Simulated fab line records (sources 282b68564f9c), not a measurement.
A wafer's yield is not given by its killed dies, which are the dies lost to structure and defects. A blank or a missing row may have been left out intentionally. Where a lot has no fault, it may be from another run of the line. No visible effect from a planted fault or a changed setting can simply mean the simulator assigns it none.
A struck lot beside a sound one + flow rit cmos + 34 steps out of a route of 202
Sound: wafers L426.2, L426.4, L426.5. Struck: wafers L434.2, L434.3, L434.4. The cause comes at the end.
Per side, at each step with rows, come the tool, then ch with its chambers, and then its first start. Under that, the readings that differ: sound wafers + struck wafers + difference of the means + sigmas: that difference in standard deviations of wafers without a fault.
alike: words and numbers the same on both sides, and readings whose means are apart by under 2 such deviations; not compared: readings that were withheld, readings missing a value for some wafer, numbers with overlapping values and no deviation given by the record, and bounds like >300 which may hide the same value.
The two part at a step that has a row with sigmas, a row that says differs or no value, or rows on one side only. Numbers that have no deviation but don't overlap get no sigmas and don't part them. Lack of a reading on every wafer of one side parts them only where that side has two or more wafers.

first, 2 steps without rows for these wafers: RIT_SPACER_CLEAN_02 (cleans in SC2, time 600 s); RIT_SPACER_CVD_03 (deposits Si3N4 from SiH2Cl2/NH3, target thk 250 nm, time 3300 s).
RIT_SPACER_THK_MEAS_04:
  sound on film metro-02 at day 4 04:56; struck on film metro-02 at day 5 22:52
| reading                 | sound             | struck            | difference | sigmas |
|-------------------------|-------------------|-------------------|------------|--------|
| SPACER_NITRIDE_THK (nm) | 242.9 242.8 243.2 | 250.0 249.2 249.7 | +6.7       | +3     |
RIT_SPACER_ETCHBACK_05: etches Si3N4 in SF6/CHF3, stops on SiO2, target depth 250 nm, time 240 s.
  sound on rie diel-02 ch 0,2, day 4 04:59; struck on rie diel-04 ch 0,1,2, day 5 22:55
  alike: drypump motor current A, oes product au, throttle valve pct
  not compared: rf hours counter h
then, 6 steps without rows for these wafers: RIT_NSD_HMDS_00 (prime time 60 s); RIT_NSD_COAT_01 (resist thk 1000 nm); RIT_NSD_SOFTBAKE_02 (time 60 s); RIT_NSD_EXPOSE_03 (exposes mask M9, target cd 40700 nm); RIT_NSD_PEB_04; RIT_NSD_DEVELOP_05 (develop time 50 s).
RIT_NSD_OVL_MEAS_06:
  sound on overlay-02 at day 4 06:07; struck on overlay-02 at day 6 00:08
  alike: NSD_OVL
then, 1 step without rows for these wafers: RIT_NSD_HARDBAKE_07 (time 60 s).
RIT_NSD_IMPLANT_08:
  sound on implanter-04 ch 0, day 4 06:19; struck on implanter-02 ch 0, day 6 00:21
| reading                   | sound                | struck               | difference | sigmas      |
|---------------------------|----------------------|----------------------|------------|-------------|
| beam energy keV           | 24.997 24.998 25.002 | 22.516 22.508 22.496 | -2.492     | -99 or more |
| model.implant.rp nm (nm)  | 32.23 32.23 32.23    | 31.12 31.12 31.12    | -1.11      |             |
| model.implant.drp nm (nm) | 14.84 14.84 14.84    | 13.92 13.92 13.92    | -0.92      |             |
  alike: beam on s
RIT_NSD_STRIP_09: strips in O2, time 180 s.
  sound on plasma asher-04 ch 1, day 4 06:27; struck on plasma asher-01 ch 0,1, day 6 00:28
  alike: drypump motor current A
  not compared: rf hours counter h
RIT_NSD_TW_MEAS_10:
  sound on film metro-02 at day 4 06:38; struck on film metro-02 at day 6 00:53
| reading | sound          | struck         | difference | sigmas |
|---------|----------------|----------------|------------|--------|
| NSD_TW  | 3139 3113 3139 | 3045 3052 3037 | -86        | -3     |
  not compared: hold
then, 6 steps without rows for these wafers: RIT_PSD_HMDS_00 (prime time 60 s); RIT_PSD_COAT_01 (resist thk 1000 nm); RIT_PSD_SOFTBAKE_02 (time 60 s); RIT_PSD_EXPOSE_03 (exposes mask M10, target cd 40900 nm); RIT_PSD_PEB_04; RIT_PSD_DEVELOP_05 (develop time 50 s).
RIT_PSD_OVL_MEAS_06:
  sound on overlay-02 at day 4 07:32; struck on overlay-01 at day 6 01:47
  alike: PSD_OVL
then, 2 steps without rows for these wafers: RIT_PSD_HARDBAKE_07 (time 60 s); RIT_PSD_IMPLANT_08.
RIT_PSD_STRIP_09: strips in O2, time 180 s.
  sound on plasma asher-01 ch 0,1, day 4 07:52; struck on plasma asher-04 ch 0,1, day 6 02:07
  alike: drypump motor current A
  not compared: rf hours counter h
RIT_PSD_TW_MEAS_10:
  sound on film metro-04 at day 4 08:03; struck on film metro-04 at day 6 02:18
  alike: PSD_TW
then, 3 steps without rows for these wafers: RIT_SDANNEAL_CLEAN_00 (cleans in SC1, time 600 s); RIT_SDANNEAL_CLEAN_01 (cleans in dHF, time 30 s); RIT_SDANNEAL_CLEAN_02 (cleans in SC2, time 600 s).
RIT_SDANNEAL_RTA_03: time 5 s.
  sound on rtp anneal-02 ch 0, day 4 08:29; struck on rtp anneal-02 ch 0, day 6 02:45
  alike: wafer_temp_C_max
RIT_SDANNEAL_RS_MEAS_04: measurement is done with a four-point probe.
  sound on film metro-04 at day 4 08:33; struck on film metro-02 at day 6 02:49
  alike: PSD_RS
RIT_SDANNEAL_RS_MEAS_05: measurement is done with a four-point probe.
  sound on film metro-04 at day 4 08:40; struck on film metro-02 at day 6 03:13
| reading         | sound             | struck            | difference | sigmas |
|-----------------|-------------------|-------------------|------------|--------|
| NSD_RS (ohm/sq) | 84.35 84.95 84.70 | 86.06 85.98 86.10 | +1.38      | +5     |
  not compared: hold
RIT_SDANNEAL_RS_MEAS_06: measurement is done with a four-point probe.
  sound on film metro-04 at day 4 08:47; struck on film metro-02 at day 6 09:36
| reading | sound | struck                                                                     | difference                   | sigmas |
|---------|-------|----------------------------------------------------------------------------|------------------------------|--------|
| hold    | - - - | await dispo/6.3h/release await dispo/6.3h/release await dispo/6.3h/release | no value on the sound wafers |        |
  alike: PLDD_RS
RIT_M1_PROBE_99:
  record: rows for the struck wafers here (prober-01, day 6 17:16), none for the sound ones

## WHERE THEY PART
At RIT_SPACER_THK_MEAS_04 first; at RIT_M1_PROBE_99 last (within this record only).

WHY: whatever the simulator had introduced
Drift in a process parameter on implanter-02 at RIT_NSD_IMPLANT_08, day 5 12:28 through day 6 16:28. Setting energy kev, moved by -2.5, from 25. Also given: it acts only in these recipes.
